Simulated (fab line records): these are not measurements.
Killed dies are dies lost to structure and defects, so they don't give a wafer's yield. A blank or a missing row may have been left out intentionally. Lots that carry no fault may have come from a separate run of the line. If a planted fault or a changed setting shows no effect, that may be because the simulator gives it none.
fab line records    flow ritCmos
record lots=5  wafers=15  lastDay=7
route steps=202 shown REOX@99 NLDD@103 PLDD@114 SPACER@125 NSD@131 M1@202
lots that met no fault: from a run of the same line without faults
startH: start of the lot's first displayed wafer, in hours after the record's first day    waitH: hours from the lot's prior step to this one    " same as the row above    L1.1+2: a row that stands for several wafers    - no value, or no start given    * or withheld: withheld    < > ~ a bound
route shown NAME@n: NAME is a module with steps in the file, n the number in the route of the first one    usual: mean/standard deviation of fault-free wafers    same: alike in all rows    chamber/n: place in a boat    sites: readings site by site    _std_site: how widely they spread, as a standard deviation    _edge_site: inner sites' mean taken away from outer sites' mean    radiusMm: for every site, how far away it sits from the centre of the wafer    mask NAME#n: copy n    behind: tool/chamber where the wafer was last shaped    hold: why the lot went on hold/how many hours it stayed there/how the hold came to an end    device: the transistor (n, p or np) that didn't switch    end of line: the route-end tests of the same wafers    a step given without rows: its recipe and nothing more    killed: at the first sort, the dies lost to defects and structure; wafer yield is something else    map: dies across one wafer; x = killed, . = not, _ = none there
set.NAME: the setting that was run; set.NAME@STEP: the one run at that earlier step    model.NAME: the simulator's own value behind a step, which no gauge read
lots seen at some steps along the route; tables by step, rows by wafer
services: from which hour (startH, from the record's first day; less than 0 if before it) a tool's chamber was out of use, for how many hours, and why
## steps
# step RIT_REOX_CLEAN_01
# recipe chemistry=dHF  dilution=50:1  timeS=30
# step RIT_REOX_CLEAN_02
# recipe chemistry=SC2  mix=3:3:50  timeS=600  tempC=75  dry=n2Spin
# step RIT_REOX_OXIDATION_03
# recipe tempC=900  ambient=O2  targetThkA=252  oxTimeS=5580
# step RIT_REOX_THK_MEAS_04
# recipe reads=SiO2_of_REOX_OXIDATION_03
# usual REOX_OXIDE_THK=25.2/0.43
lot.wafer  tool          chamber  startH  waitH  REOX_OXIDE_THK[nm]
L189.1     filmMetro-04  -        40.05   0.0    26.2
L189.4     "             -        "       "      25.7
L189.6     "             -        "       "      25.4
L191.2     filmMetro-04  -        49.95   0.0    25.6
L191.3     "             -        "       "      25.6
L191.5     "             -        "       "      25.9
L192.2     filmMetro-01  -        55.48   0.0    25.0
L192.3     "             -        "       "      25.1
L192.4     "             -        "       "      25.1
L204.1     filmMetro-04  -        114.87  0.0    24.7
L204.2     "             -        "       "      24.8
L204.6     "             -        "       "      24.5
L210.2     filmMetro-04  -        146.03  0.0    24.8
L210.4     "             -        "       "      24.6
L210.5     "             -        "       "      24.7
# step RIT_NLDD_HMDS_00
# recipe primeTimeS=60  primeTempC=140
# step RIT_NLDD_COAT_01
# recipe resist=NOVOLAK  spinRpm=3250  resistThkNm=1000
# step RIT_NLDD_SOFTBAKE_02
# recipe resist=NOVOLAK  tempC=90  timeS=60
# step RIT_NLDD_EXPOSE_03
# recipe maskId=M7  na=0.57  targetCdNm=40700  doseMj=250
# step RIT_NLDD_PEB_04
# recipe resist=NOVOLAK  tempC=withheld  timeS=withheld
# step RIT_NLDD_DEVELOP_05
# recipe resist=NOVOLAK  developTimeS=50  devTempC=23
# step RIT_NLDD_OVL_MEAS_06
# usual NLDD_OVL=0.7/1.5
lot.wafer  tool        chamber  startH  waitH  NLDD_OVL[nm]
L189.1     overlay-02  -        41.09   -      0.9
L189.4     "           -        "       "      0.2
L189.6     "           -        "       "      1.7
L191.2     overlay-01  -        50.85   -      0.5
L191.3     "           -        "       "      2.6
L191.5     "           -        "       "      1.7
L192.2     overlay-01  -        56.38   -      -0.6
L192.3     "           -        "       "      -0.7
L192.4     "           -        "       "      0.3
L204.1     overlay-02  -        115.90  -      -1.1
L204.2     "           -        "       "      -2.1
L204.6     "           -        "       "      -1.6
L210.2     overlay-01  -        147.01  -      0.4
L210.4     "           -        "       "      0.8
L210.5     "           -        "       "      0.1
# step RIT_NLDD_HARDBAKE_07
# recipe resist=NOVOLAK  tempC=140  timeS=60
# step RIT_NLDD_IMPLANT_08
# recipe species=P  energyKev=20  doseCm2=4.887e+14  tiltDeg=7
# usual tiltDeg=7.004/0.017
lot.wafer  tool          chamber  startH  waitH  tiltDeg
L189.1     implanter-01  0        41.56   0.1    7.008
L189.4     "             0        "       "      6.989
L189.6     "             0        "       "      6.975
L191.2     implanter-04  0        51.06   0.1    7.024
L191.3     "             0        "       "      7.007
L191.5     "             0        "       "      7.004
L192.2     implanter-01  0        56.59   0.1    6.998
L192.3     "             0        "       "      7.008
L192.4     "             0        "       "      7.011
L204.1     implanter-04  0        116.09  0.1    6.997
L204.2     "             0        "       "      6.979
L204.6     "             0        "       "      6.993
L210.2     implanter-02  0        147.22  0.1    6.999
L210.4     "             0        "       "      7.022
L210.5     "             0        "       "      7.017
# step RIT_NLDD_STRIP_09
# recipe chemistry=O2  timeS=180  resist=NOVOLAK  platenTempC=withheld  powerW=500  pressureMtorr=4000  o2FlowSccm=4000
# usual drypumpMotorCurrentA=5.8/0.48
lot.wafer  tool            chamber  startH  waitH  drypumpMotorCurrentA  rfHoursCounterH
L189.1     plasmaAsher-02  1        41.71   0.1    4.9                   26
L189.4     "               0        "       "      5.1                   -
L189.6     "               1        "       "      4.9                   -
L191.2     plasmaAsher-02  0        51.18   0.1    5.1                   27
L191.3     "               0        "       "      5.1                   -
L191.5     "               0        "       "      5.1                   -
L192.2     plasmaAsher-04  0        56.71   0.1    5.8                   38
L192.3     "               0        "       "      5.9                   -
L192.4     "               1        "       "      6.4                   -
L204.1     plasmaAsher-04  1        116.24  0.1    6.4                   45
L204.2     "               0        "       "      5.9                   45
L204.6     "               1        "       "      6.4                   -
L210.2     plasmaAsher-03  1        147.34  0.1    6.0                   52
L210.4     "               0        "       "      5.8                   -
L210.5     "               1        "       "      6.1                   -
# step RIT_NLDD_TW_MEAS_10
# usual NLDD_TW=2491/14
lot.wafer  tool          chamber  startH  waitH  NLDD_TW
L189.1     filmMetro-03  -        41.89   0.1    2500
L189.4     "             -        "       "      2500
L189.6     "             -        "       "      2507
L191.2     filmMetro-03  -        51.37   0.1    2518
L191.3     "             -        "       "      2505
L191.5     "             -        "       "      2522
L192.2     filmMetro-02  -        56.90   0.1    2482
L192.3     "             -        "       "      2486
L192.4     "             -        "       "      2476
L204.1     filmMetro-04  -        116.41  0.1    2312
L204.2     "             -        "       "      2436
L204.6     "             -        "       "      2488
L210.2     filmMetro-04  -        147.53  0.1    2500
L210.4     "             -        "       "      2488
L210.5     "             -        "       "      2491
# step RIT_PLDD_HMDS_00
# recipe primeTimeS=60  primeTempC=140
# step RIT_PLDD_COAT_01
# recipe resist=NOVOLAK  spinRpm=3250  resistThkNm=1000
# step RIT_PLDD_SOFTBAKE_02
# recipe resist=NOVOLAK  tempC=90  timeS=60
# step RIT_PLDD_EXPOSE_03
# recipe maskId=M8  na=0.57  targetCdNm=40900  doseMj=250
# step RIT_PLDD_PEB_04
# recipe resist=NOVOLAK  tempC=withheld  timeS=withheld
# step RIT_PLDD_DEVELOP_05
# recipe resist=NOVOLAK  developTimeS=50  devTempC=23
# step RIT_PLDD_OVL_MEAS_06
# usual PLDD_OVL=0.0/1.3
lot.wafer  tool        chamber  startH  waitH  PLDD_OVL[nm]
L189.1     overlay-02  -        42.92   -      0.0
L189.4     "           -        "       "      0.1
L189.6     "           -        "       "      -0.1
L191.2     overlay-01  -        52.42   -      -0.6
L191.3     "           -        "       "      -0.1
L191.5     "           -        "       "      0.5
L192.2     overlay-01  -        57.93   -      -0.3
L192.3     "           -        "       "      0.7
L192.4     "           -        "       "      0.7
L204.1     overlay-01  -        117.42  -      -0.7
L204.2     "           -        "       "      -0.8
L204.6     "           -        "       "      0.0
L210.2     overlay-02  -        148.56  -      1.7
L210.4     "           -        "       "      0.0
L210.5     "           -        "       "      -0.7
# step RIT_PLDD_HARDBAKE_07
# recipe resist=NOVOLAK  tempC=140  timeS=60
# step RIT_PLDD_IMPLANT_08
# recipe species=BF2  energyKev=19.71  doseCm2=9e+14  tiltDeg=7
# step RIT_PLDD_STRIP_09
# recipe chemistry=O2  timeS=180  resist=NOVOLAK  platenTempC=withheld  powerW=500  pressureMtorr=4000  o2FlowSccm=4000
# usual drypumpMotorCurrentA=5.6/0.56
lot.wafer  tool            chamber  startH  waitH  drypumpMotorCurrentA  rfHoursCounterH
L189.1     plasmaAsher-03  0        43.26   0.1    5.8                   41
L189.4     "               1        "       "      6.0                   -
L189.6     "               0        "       "      5.8                   -
L191.2     plasmaAsher-02  0        52.75   0.1    5.1                   27
L191.3     "               1        "       "      4.9                   -
L191.5     "               0        "       "      5.1                   -
L192.2     plasmaAsher-01  1        58.26   0.1    5.2                   42
L192.3     "               1        "       "      5.2                   -
L192.4     "               0        "       "      6.5                   -
L204.1     plasmaAsher-01  0        117.76  0.1    6.4                   0
L204.2     "               1        "       "      5.2                   0
L204.6     "               1        "       "      5.2                   -
L210.2     plasmaAsher-02  1        148.89  0.1    4.9                   37
L210.4     "               0        "       "      5.2                   -
L210.5     "               1        "       "      4.9                   -
# step RIT_PLDD_TW_MEAS_10
# usual PLDD_TW=2347/15
lot.wafer  tool          chamber  startH  waitH  PLDD_TW
L189.1     filmMetro-03  -        43.43   0.1    2368
L189.4     "             -        "       "      2374
L189.6     "             -        "       "      2364
L191.2     filmMetro-04  -        52.93   0.1    2345
L191.3     "             -        "       "      2355
L191.5     "             -        "       "      2345
L192.2     filmMetro-02  -        58.44   0.1    2335
L192.3     "             -        "       "      2327
L192.4     "             -        "       "      2328
L204.1     filmMetro-02  -        117.93  0.1    2315
L204.2     "             -        "       "      2332
L204.6     "             -        "       "      2338
L210.2     filmMetro-04  -        149.07  0.1    2348
L210.4     "             -        "       "      2352
L210.5     "             -        "       "      2358
# step RIT_SPACER_CLEAN_00
# recipe chemistry=SC1  mix=3:3:50  timeS=600  tempC=75
# step RIT_SPACER_CLEAN_01
# recipe chemistry=dHF  dilution=50:1  timeS=30
# step RIT_SPACER_CLEAN_02
# recipe chemistry=SC2  mix=3:3:50  timeS=600  tempC=75  dry=n2Spin
# step RIT_SPACER_CVD_03
# recipe material=Si3N4  targetThkNm=250  tempC=810  precursor=SiH2Cl2/NH3  timeS=3300  pressureMtorr=300  sih2cl2FlowSccm=60  nh3FlowSccm=150
# step RIT_SPACER_THK_MEAS_04
# recipe reads=Si3N4_of_SPACER_CVD_03
# usual SPACER_NITRIDE_THK=248.9/2.5
lot.wafer  tool          chamber  startH  waitH  SPACER_NITRIDE_THK[nm]
L189.1     filmMetro-02  -        45.81   0.0    247.6
L189.4     "             -        "       "      250.0
L189.6     "             -        "       "      247.5
L191.2     filmMetro-02  -        55.46   0.0    253.7
L191.3     "             -        "       "      254.8
L191.5     "             -        "       "      252.9
L192.2     filmMetro-01  -        60.80   0.0    250.7
L192.3     "             -        "       "      251.5
L192.4     "             -        "       "      251.8
L204.1     filmMetro-02  -        120.31  0.0    244.5
L204.2     "             -        "       "      247.3
L204.6     "             -        "       "      248.9
L210.2     filmMetro-02  -        151.43  0.0    246.4
L210.4     "             -        "       "      246.2
L210.5     "             -        "       "      249.0
# step RIT_SPACER_ETCHBACK_05
# recipe targetDepthA=2500  SF6_flow_sccm=30  CHF3_flow_sccm=30  target=Si3N4  chemistry=SF6/CHF3  pressureMtorr=40  rfW=250  timeS=240  stopOn=SiO2
# usual SF6_flow_sccm=30.00/0.1  drypumpMotorCurrentA=5.9/0.51  oesProductAu=0.838/0.018  throttleValvePct=10.24/0.13
lot.wafer  tool        chamber  startH  waitH  SF6_flow_sccm  drypumpMotorCurrentA  oesProductAu  rfHoursCounterH  throttleValvePct
L189.1     rieDiel-04  3        45.87   0.1    30.09          5.9                   0.822         84               10.43
L189.4     "           1        "       "      29.97          6.3                   0.834         18               10.14
L189.6     "           0        "       "      30.05          6.3                   0.830         -                10.17
L191.2     rieDiel-01  0        55.51   0.0    29.94          5.8                   0.870         129              10.18
L191.3     "           2        "       "      30.01          6.6                   0.850         51               10.19
L191.5     "           2        "       "      29.92          6.6                   0.849         -                10.19
L192.2     rieDiel-01  0        60.85   0.0    29.99          5.7                   0.870         129              10.18
L192.3     "           2        "       "      29.92          6.6                   0.846         52               10.16
L192.4     "           0        "       "      30.05          5.7                   0.873         -                10.19
L204.1     rieDiel-01  2        120.37  0.1    30.01          6.6                   0.834         53               10.16
L204.2     "           3        "       "      30.18          4.7                   0.814         36               10.19
L204.6     "           0        "       "      29.99          5.8                   0.854         -                10.17
L210.2     rieDiel-01  2        151.48  0.0    29.85          6.6                   0.830         54               10.17
L210.4     "           0        "       "      29.91          5.8                   0.858         131              10.16
L210.5     "           2        "       "      29.69          6.6                   0.849         -                10.16
# step RIT_NSD_HMDS_00
# recipe primeTimeS=60  primeTempC=140
# step RIT_NSD_COAT_01
# recipe resist=NOVOLAK  spinRpm=3250  resistThkNm=1000
# step RIT_NSD_SOFTBAKE_02
# recipe resist=NOVOLAK  tempC=90  timeS=60
# step RIT_NSD_EXPOSE_03
# recipe maskId=M9  na=0.57  targetCdNm=40700  doseMj=250
# step RIT_NSD_PEB_04
# recipe resist=NOVOLAK  tempC=withheld  timeS=withheld
# step RIT_NSD_DEVELOP_05
# recipe resist=NOVOLAK  developTimeS=50  devTempC=23
# step RIT_NSD_OVL_MEAS_06
# usual NSD_OVL=-0.7/1.6
lot.wafer  tool        chamber  startH  waitH  NSD_OVL[nm]
L189.1     overlay-01  -        47.02   -      -2.6
L189.4     "           -        "       "      -1.8
L189.6     "           -        "       "      -1.3
L191.2     overlay-02  -        56.64   -      0.0
L191.3     "           -        "       "      -0.8
L191.5     "           -        "       "      -0.1
L192.2     overlay-02  -        61.90   -      -2.5
L192.3     "           -        "       "      -1.1
L192.4     "           -        "       "      -0.6
L204.1     overlay-01  -        121.54  -      2.2
L204.2     "           -        "       "      0.5
L204.6     "           -        "       "      2.2
L210.2     overlay-02  -        152.49  -      -0.2
L210.4     "           -        "       "      -0.4
L210.5     "           -        "       "      -1.1
# step RIT_NSD_HARDBAKE_07
# recipe resist=NOVOLAK  tempC=140  timeS=60
# step RIT_NSD_IMPLANT_08
# recipe species=P  energyKev=25  doseCm2=1.02e+15  tiltDeg=7
# step RIT_NSD_STRIP_09
# recipe chemistry=O2  timeS=180  resist=NOVOLAK  platenTempC=withheld  powerW=500  pressureMtorr=4000  o2FlowSccm=4000
# usual drypumpMotorCurrentA=5.9/0.44
lot.wafer  tool            chamber  startH  waitH  drypumpMotorCurrentA  rfHoursCounterH
L189.1     plasmaAsher-04  0        47.36   0.1    5.9                   37
L189.4     "               0        "       "      5.9                   -
L189.6     "               1        "       "      6.4                   -
L191.2     plasmaAsher-01  1        56.97   0.1    5.1                   42
L191.3     "               1        "       "      5.2                   -
L191.5     "               0        "       "      6.4                   -
L192.2     plasmaAsher-01  1        62.23   0.1    5.2                   43
L192.3     "               0        "       "      6.5                   -
L192.4     "               1        "       "      5.2                   -
L204.1     plasmaAsher-01  1        121.88  0.1    5.1                   0
L204.2     "               0        "       "      6.4                   0
L204.6     "               0        "       "      6.3                   -
L210.2     plasmaAsher-04  0        152.82  0.1    5.8                   49
L210.4     "               0        "       "      5.9                   -
L210.5     "               1        "       "      6.4                   -
# step RIT_SDANNEAL_RS_MEAS_07
# recipe thkMeasGauge=four-point-probe
# usual NLDD_RS=154.6/0.69
lot.wafer  tool          chamber  startH  waitH  NLDD_RS[ohm/sq]
L189.1     filmMetro-03  -        49.80   0.1    155.4
L189.4     "             -        "       "      155.9
L189.6     "             -        "       "      155.2
L191.2     filmMetro-04  -        59.43   0.1    154.4
L191.3     "             -        "       "      154.4
L191.5     "             -        "       "      153.8
L192.2     filmMetro-02  -        64.81   0.1    153.7
L192.3     "             -        "       "      154.1
L192.4     "             -        "       "      154.6
L204.1     filmMetro-02  -        124.34  0.1    -
L204.2     "             -        "       "      -
L204.6     "             -        "       "      -
L210.2     filmMetro-03  -        155.40  0.1    154.4
L210.4     "             -        "       "      154.6
L210.5     "             -        "       "      154.3
# step RIT_M1_PROBE_99
# usual killedAtContacts=0.1/0.29  killedAtFrontEnd=7/3  killedDies=7/3  killedOnRim=1.7/1.3  killedOpen=3.5/2  killedShort=3.4/2
# same grossDies=264  killed_at_M0_to_M3=0  killed_at_M4_up=0  killedAtBackSide=0  killedAtOther=0
lot.wafer  tool       chamber  startH  waitH  killedAtContacts  killedAtFrontEnd  killedDies  killedOnRim  killedOpen  killedShort  model.etest.nmosTurned.driveUaUm  model.etest.nmos_0p15.offLog10AUm  model.etest.nmosTurned.isubLog10AUm  model.etest.nmos_0p15.isubLog10AUm  model.etest.nmos_0p15.overlapFfUm  model.etest.nmos_0p15.vtSatV  model.etest.nmosTurned.overlapFfUm
L189.1     prober-01  -        56.71   0.1    0                 8                 8           2            5           3            297.6                             -10.69                             -7.257                               -6.91                               0.2258                             0.3242                        0.3419
L189.4     prober-01  -        56.86   0.2    0                 12                12          1            9           3            307.3                             -10.47                             -7.242                               -6.981                              0.2331                             0.3262                        0.3471
L189.6     prober-01  -        56.96   0.2    1                 12                13          3            6           7            315.6                             -10.43                             -7.267                               -6.962                              0.2372                             0.3214                        0.3535
L191.2     prober-01  -        66.58   0.1    0                 2                 2           1            1           1            305.2                             -10.64                             -7.313                               -6.948                              0.2309                             0.3305                        0.3495
L191.3     prober-01  -        66.63   0.2    0                 7                 7           2            7           0            291                               -10.98                             -7.285                               -6.99                               0.2265                             0.3611                        0.3453
L191.5     prober-01  -        66.73   0.2    0                 5                 5           3            3           2            295.7                             -10.74                             -7.305                               -7.007                              0.2276                             0.3432                        0.3469
L192.2     prober-02  -        72.09   0.1    0                 9                 9           3            7           2            367.1                             -9.501                             -7.126                               -6.836                              0.2581                             0.2529                        0.3797
L192.3     prober-02  -        72.14   0.2    0                 9                 9           1            3           6            363.2                             -9.598                             -7.127                               -6.957                              0.2562                             0.2551                        0.3788
L192.4     prober-02  -        72.19   0.2    0                 8                 8           0            4           4            367.8                             -9.283                             -6.984                               -6.908                              0.257                              0.2352                        0.3789
L204.1     prober-02  -        131.46  0.1    0                 5                 5           1            4           1            474.5                             -9.76                              -6.97                                -6.96                               0.3239                             0.2718                        0.342
L204.2     prober-02  -        131.51  0.1    0                 5                 5           1            4           1            451.2                             -10.12                             -7.059                               -6.954                              0.308                              0.29                          0.344
L204.6     prober-02  -        131.71  0.2    0                 4                 4           1            1           3            413.4                             -10.34                             -7.156                               -6.918                              0.2831                             0.3049                        0.3552
L210.2     prober-02  -        163.47  0.1    0                 8                 8           2            5           3            317.3                             -10.76                             -7.264                               -6.979                              0.2382                             0.3269                        0.3557
L210.4     prober-02  -        163.57  0.2    0                 5                 5           2            3           2            324.2                             -10.41                             -7.209                               -6.988                              0.2391                             0.3219                        0.3572
L210.5     prober-02  -        163.62  0.2    0                 1                 1           0            0           1            321.3                             -10.39                             -7.21                                -7.056                              0.2415                             0.3197                        0.3569
# killed by level:class
L189.1 FOX2:geometricParticle:open=2 GATE:geometricParticle:short=2 SPACER:geometricParticle:open=2 FOX2:geometricParticle:short=1 GATE:geometricParticle:open=1
L189.4 GATE:geometricParticle:open=4 FOX2:geometricParticle:short=2 REOX:geometricParticle:open=2 FOX1:geometricParticle:open=1 GATE:geometricParticle:short=1 SPACER:geometricParticle:open=1 SILICIDE:geometricParticle:open=1
L189.6 SPACER:geometricParticle:open=3 SPACER:geometricParticle:short=3 GATE:geometricParticle:short=2 SILICIDE:geometricParticle:open=1 GATE:geometricParticle:open=1 REOX:geometricParticle:open=1 SILICIDE:geometricParticle:short=1 CONTACT:geometricParticle:short=1
L191.2 SPACER:geometricParticle:open=1 SILICIDE:geometricParticle:short=1
L191.3 GATE:geometricParticle:open=3 SILICIDE:geometricParticle:open=3 SPACER:geometricParticle:open=1
L191.5 FOX1:geometricParticle:short=1 FOX1:geometricParticle:open=1 GATE:geometricParticle:short=1 GATE:geometricParticle:open=1 SILICIDE:geometricParticle:open=1
L192.2 REOX:geometricParticle:open=3 SPACER:geometricParticle:open=2 FOX2:geometricParticle:open=1 GATE:geometricParticle:short=1 GATE:geometricParticle:open=1 SPACER:geometricParticle:short=1
L192.3 FOX1:geometricParticle:short=3 SILICIDE:geometricParticle:short=2 GATE:geometricParticle:open=1 REOX:geometricParticle:open=1 REOX:geometricParticle:short=1 SPACER:geometricParticle:open=1
L192.4 FOX1:geometricParticle:short=1 GATE:geometricParticle:open=1 GATE:geometricParticle:short=1 REOX:geometricParticle:open=1 SPACER:geometricParticle:short=1 SPACER:geometricParticle:open=1 SILICIDE:geometricParticle:short=1 SILICIDE:geometricParticle:open=1
L204.1 GATE:geometricParticle:open=3 GATE:geometricParticle:short=1 SPACER:geometricParticle:open=1
L204.2 SPACER:geometricParticle:open=2 REOX:geometricParticle:open=1 GATE:geometricParticle:short=1 SILICIDE:geometricParticle:open=1
L204.6 FOX1:geometricParticle:short=1 FOX1:geometricParticle:open=1 GATE:geometricParticle:short=1 REOX:geometricParticle:short=1
L210.2 FOX1:geometricParticle:open=2 GATE:geometricParticle:open=2 GATE:geometricParticle:short=1 SPACER:geometricParticle:open=1 SILICIDE:geometricParticle:short=1 STARTING-WAFER:geometricParticle:short=1
L210.4 FOX1:geometricParticle:open=1 GATE:geometricParticle:open=1 REOX:geometricParticle:open=1 REOX:geometricParticle:short=1 SPACER:geometricParticle:short=1
L210.5 REOX:geometricParticle:short=1
## services
tool            chamber  startH  hours  kind
rieDiel-01      -        42.55   0.4    repair
rieDiel-01      1        55.66   -      clean
rieDiel-01      1        55.66   24.1   scheduledDown
rieDiel-01      1        55.66   24.1   ventCycle
implanter-02    -        58.08   7.7    repair
rieDiel-01      3        63.31   4.3    repair
rieDiel-04      3        64.87   3.3    repair
implanter-01    -        77.66   3.2    repair
rieDiel-01      -        89.55   1.4    repair
implanter-04    -        91.54   2.0    repair
implanter-01    -        92.37   6.4    repair
rieDiel-04      -        95.78   2.8    pm
rieDiel-01      1        97.98   8.9    repair
plasmaAsher-02  -        106.27  1.4    repair
plasmaAsher-01  -        108.75  9.0    pm
plasmaAsher-01  0        108.75  9.0    ventCycle
plasmaAsher-01  1        108.75  9.0    ventCycle
plasmaAsher-01  0        117.75  -      clean
plasmaAsher-01  1        117.75  -      clean
implanter-01    -        132.05  5.8    repair
implanter-01    -        137.83  3.9    pm
## key
firstSign step=RIT_NLDD_TW_MEAS_10  reading=NLDD_TW  direction=down  sigmas=5.8  usual=2491  struck=2412  wafersMoved=2
effect step=RIT_SDANNEAL_RS_MEAS_07  reading=NLDD_RS  direction=missing
modelEffect step=RIT_M1_PROBE_99  value=etest.nmosTurned.driveUaUm  without=331.4  struck=446.4
metAt RIT_NLDD_IMPLANT_08
struckWafers L204.1,L204.2,L204.6
testerLeftOut L204
onsetBetween 51.06 116.09
alsoFits RIT_NLDD_STRIP_09:plasmaAsher-04
fault kind=processParameterDrift  tool=implanter-04  chamber=-  onsetH=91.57  steps=RIT_NLDD_IMPLANT_08  channel=tiltDeg  offset=-4  spreadByWafer=0.3  shape=step  endH=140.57  actsIn=theseRecipesOnly  stated=7
# testerLeftOut: of these lots the tester's yield and bins aren't shown, on N5 and GAA mostly nor the transistor test; their killed dies are dies lost to structure and defects alone, not to doping, threshold or leakage, so they don't give the yield
